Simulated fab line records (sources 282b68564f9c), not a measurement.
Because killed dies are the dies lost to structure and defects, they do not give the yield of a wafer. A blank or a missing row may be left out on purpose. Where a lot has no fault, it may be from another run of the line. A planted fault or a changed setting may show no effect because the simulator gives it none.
Which of the tools did it? ; flow ritCmos ; 15 lots with 45 wafers sampled at 4 steps, on a route of 202 steps

WHAT THE GAUGES READ, wafer by wafer
RIT_NRETRO_OVL_MEAS_06.
lot;measured;on;NRETRO_OVL (nm)
L175;day 2 06:55;overlay-02;1.6 0.1 0.4
L177;day 2 15:02;overlay-02;-1.5 -0.4 -0.9
L178;day 2 20:13;overlay-01;0.3 0.3 -0.3
L179;day 3 02:16;overlay-01;-1.1 -1.6 -2.4
L180;day 3 07:19;overlay-02;-3.5 -3.3 -3.3
L181;day 3 13:37;overlay-01;1.2 2.0 1.0
L183;day 3 21:44;overlay-01;0.9 0.3 -0.2
L184;day 4 02:28;overlay-01;-2.2 0.4 -0.8
L187;day 4 18:16;overlay-02;-298.7 -299.4 -299.3
L188;day 4 23:14;overlay-01;-298.2 -297.7 -297.4
L190;day 5 07:38;overlay-01;-1.7 -1.8 -1.9
L192;day 5 19:21;overlay-02;-297.9 -299.3 -297.6
L196;day 6 14:05;overlay-02;-1.4 -1.2 -2.8
L197;day 6 20:13;overlay-02;1.0 2.2 2.6
L198;day 7 02:40;overlay-02;-1.5 -0.9 -1.1

RIT_M1_CD_MEAS_09 targets a cd of 2600 nm.
lot;measured;on;cdNm (nm)
L175;day 3 07:38;cdSem-02;2601.4 2601.7 2600.8
L177;day 3 18:18;cdSem-02;2600.0 2597.9 2597.3
L178;day 3 22:37;cdSem-02;2595.9 2595.3 2595.2
L179;day 4 02:49;cdSem-01;2599.4 2599.0 2598.8
L180;day 4 07:28;cdSem-02;2597.4 2596.6 2598.5
L181;day 4 14:47;cdSem-01;2599.5 2600.0 2601.1
L183;day 5 00:43;cdSem-01;2600.3 2597.6 2598.8
L184;day 5 02:40;cdSem-02;2600.3 2599.1 2597.6
L187;day 5 18:46;cdSem-01;2597.8 2597.1 2597.0
L188;day 6 00:49;cdSem-02;2599.9 2600.2 2598.2
L190;day 6 08:37;cdSem-02;2603.1 2605.8 2603.7
L192;day 6 20:05;cdSem-02;2601.1 2600.4 2600.2
L196;day 7 15:09;cdSem-01;2597.7 2599.1 2599.3
L197;day 7 21:17;cdSem-01;2600.0 2600.2 2597.6
L198;day 8 04:04;cdSem-01;2601.6 2603.3 2601.7

RIT_M1_OVL_MEAS_10.
lot;measured;on;M1_OVL (nm)
L175;day 3 07:44;overlay-01;0.1 -1.0 -0.4
L177;day 3 18:23;overlay-02;-0.1 2.1 2.2
L178;day 3 22:44;overlay-01;0.0 1.9 1.3
L179;day 4 02:56;overlay-02;2.6 1.7 1.7
L180;day 4 07:35;overlay-02;-1.0 1.2 -0.5
L181;day 4 14:55;overlay-02;0.4 3.1 1.4
L183;day 5 00:50;overlay-02;1.2 -0.1 2.5
L184;day 5 02:47;overlay-01;-0.8 -0.4 0.2
L187;day 5 18:53;overlay-01;1.9 0.3 -0.4
L188;day 6 00:56;overlay-02;0.4 -1.6 -0.8
L190;day 6 08:44;overlay-02;0.4 -2.7 -1.4
L192;day 6 20:10;overlay-01;4.1 4.4 2.3
L196;day 7 15:16;overlay-01;-1.1 -0.5 -0.8
L197;day 7 21:23;overlay-02;2.4 2.2 2.1
L198;day 8 04:11;overlay-02;-0.8 2.7 3.0

TOOL THAT RAN EACH LOT (tool first, then ch and the chambers of the sampled wafers, then the start)
lot;RIT_NRETRO_EXPOSE_03
L175;ilineStepper-02 ch 0, day 2 06:29
L177;ilineStepper-01 ch 0, day 2 14:37
L178;ilineStepper-02 ch 0, day 2 19:47
L179;ilineStepper-01 ch 0, day 3 01:50
L180;ilineStepper-01 ch 0, day 3 06:47
L181;ilineStepper-01 ch 0, day 3 13:11
L183;ilineStepper-02 ch 0, day 3 21:19
L184;ilineStepper-02 ch 0, day 4 02:02
L187;ilineStepper-02 ch 0, day 4 17:52
L188;ilineStepper-02 ch 0, day 4 22:49
L190;ilineStepper-01 ch 0, day 5 07:13
L192;ilineStepper-02 ch 0, day 5 18:56
L196;ilineStepper-01 ch 0, day 6 13:40
L197;ilineStepper-01 ch 0, day 6 19:41
L198;ilineStepper-01 ch 0, day 7 02:14
- RIT_NRETRO_EXPOSE_03: exposes mask M4, target cd 43900 nm.

WHAT THE TOOLS THEMSELVES READ (means of the sampled wafers that have a number; where no wafer has one, the mark that the record gives instead)
The record holds no such reading with a usual standard deviation.

THE ANSWER, worked out from the rows above alone
Rule: usual is defined by the lots themselves. Put in order of their means at a reading, lots are off if they are a third of the lots or fewer, leave a main group of 4 or more, and stand apart from it by a gap of 3 or more times the standard deviation of the main group's means; of several such gaps the widest counts. Not used: any main group whose means are identical at the precision the tables above print for the reading. A lot without any number at a reading at which 4 lots or more have one is off too. The other lots that the step has rows for count as sound. After the gauges, taken in route order, come the tools' own readings; for these a lot's mean is taken, as printed above. At the first step where some lot is off, the reading lying furthest off is the one used; lots without a number count as furthest.
Off: at RIT_NRETRO_OVL_MEAS_06 (NRETRO_OVL), L187, L188, L192. The main group: mean -0.6 nm, standard deviation 1.5.
A tool fits if, at a process step before that reading, it ran every lot that is off, and no sound lot after the first of them. The gauges at RIT_NRETRO_OVL_MEAS_06 are tried like those tools. One fits: ilineStepper-02 at RIT_NRETRO_EXPOSE_03. A fault onset in the window from L184 (day 4 02:02, its last sound lot) to L187 (day 4 17:52, its first lot off) fits.

WHAT THE SIMULATOR HAD PUT IN
Scanner matching overlay: ilineStepper-02, from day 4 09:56 on, at RIT_NRETRO_EXPOSE_03. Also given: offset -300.
Lots struck among those shown: L187, L188, L192. The same result came from the rule above.
